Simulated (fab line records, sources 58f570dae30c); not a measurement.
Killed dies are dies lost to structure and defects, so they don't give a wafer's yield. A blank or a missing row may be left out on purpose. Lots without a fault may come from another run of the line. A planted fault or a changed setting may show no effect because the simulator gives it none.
Problem report in the 8D (eight disciplines) form, filled by code | flow berkeley_cmos170 | the parts of the form that need people (team, actions taken, sign-off) are left out

1. THE PROBLEM
spike_tc_centre_C at UCB170_SPACER_ANNEAL_02 reads a mean of 882.5 C on 6 wafers of 2 lots; wafers without a fault read 903.2 C with a standard deviation of 1. That is -21 standard deviations from the usual mean.
The step: time 1800 s.
First seen on wafer L546.4, day 8 23:11, on furnace-01. The record holds 18 wafers of 6 lots with a number at this step. Rule for "out", or "out of limits": more than 4 standard deviations from the usual mean. The other wafers with a number count as sound.

2. WHAT IT IS AND WHAT IT IS NOT
question                    | is                                                    | is not
which readings at this step | spike_tc_centre_C, spike_tc_load_C, spike_tc_source_C | -
which lots                  | L546, L550                                            | L538, L539, L553, L556
which wafers of those lots  | all that have a number                                | -
read on which tools         | furnace-01                                            | furnace-02, furnace-03
when                        | from day 8 23:11                                      | up to then (6 sound wafers); but 6 sound wafers of L553, L556 came after

3. SUSPECTS, AND WHAT RULES EACH OUT
Counting: a tool at a process step up to the reading stays a suspect if it ran every lot that is out and no sound lot after the first of them.
- plasma_asher-01 at UCB170_NLDD_STRIP_10 (strips in O2): kept. It ran every lot that is out, first L546 (day 8 19:07), and no sound lot after that.
- pecvd-01 at UCB170_SPACER_CVD_00 (deposits SiO2 from TEOS/O2, target thk 376 nm, time 47 s): kept. It ran every lot that is out, first L546 (day 8 19:44), and no sound lot after that.
- furnace-01 at UCB170_SPACER_ANNEAL_02 (time 1800 s): kept. It ran every lot that is out, first L546 (day 8 23:11), and no sound lot after that; its last sound lot up to then is L539 (day 7 12:04). Its own readings are out on those wafers: spike_tc_centre_C, spike_tc_load_C, spike_tc_source_C.
Left after counting: plasma_asher-01 at UCB170_NLDD_STRIP_10, pecvd-01 at UCB170_SPACER_CVD_00, furnace-01 at UCB170_SPACER_ANNEAL_02.

4. THE CAUSE (what the simulator had put in)
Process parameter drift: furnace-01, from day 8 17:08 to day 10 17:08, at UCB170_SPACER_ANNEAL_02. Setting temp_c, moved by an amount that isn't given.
Counting left 3 suspects, and this tool is among them.

5. THE CHAIN OF EFFECTS, in route order
Each row: a reading whose mean over the struck wafers that have a number lies more than 3 standard deviations from the usual. Only readings for which the record gives a usual standard deviation are gone through. hours: the time from each lot's start at the first step in this table that gives one to its start at this step, as a median over the lots. sigmas: the change in usual standard deviations.
hours | step                    | reading           | usual   | on struck wafers | change | sigmas
0     | UCB170_SPACER_ANNEAL_02 | spike_tc_centre_C | 903.2 C | 882.5            | -20.8  | -21
0     | UCB170_SPACER_ANNEAL_02 | spike_tc_load_C   | 924 C   | 907              | -17    | -5.2
0     | UCB170_SPACER_ANNEAL_02 | spike_tc_source_C | 922.2 C | 902.8            | -19.4  | -14
The process steps in it:
- UCB170_SPACER_ANNEAL_02: time 1800 s.

6. WHAT WOULD HAVE CAUGHT IT SOONER
In this record the first reading out of limits was taken at day 8 23:11, 6 hours after the fault began at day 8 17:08.
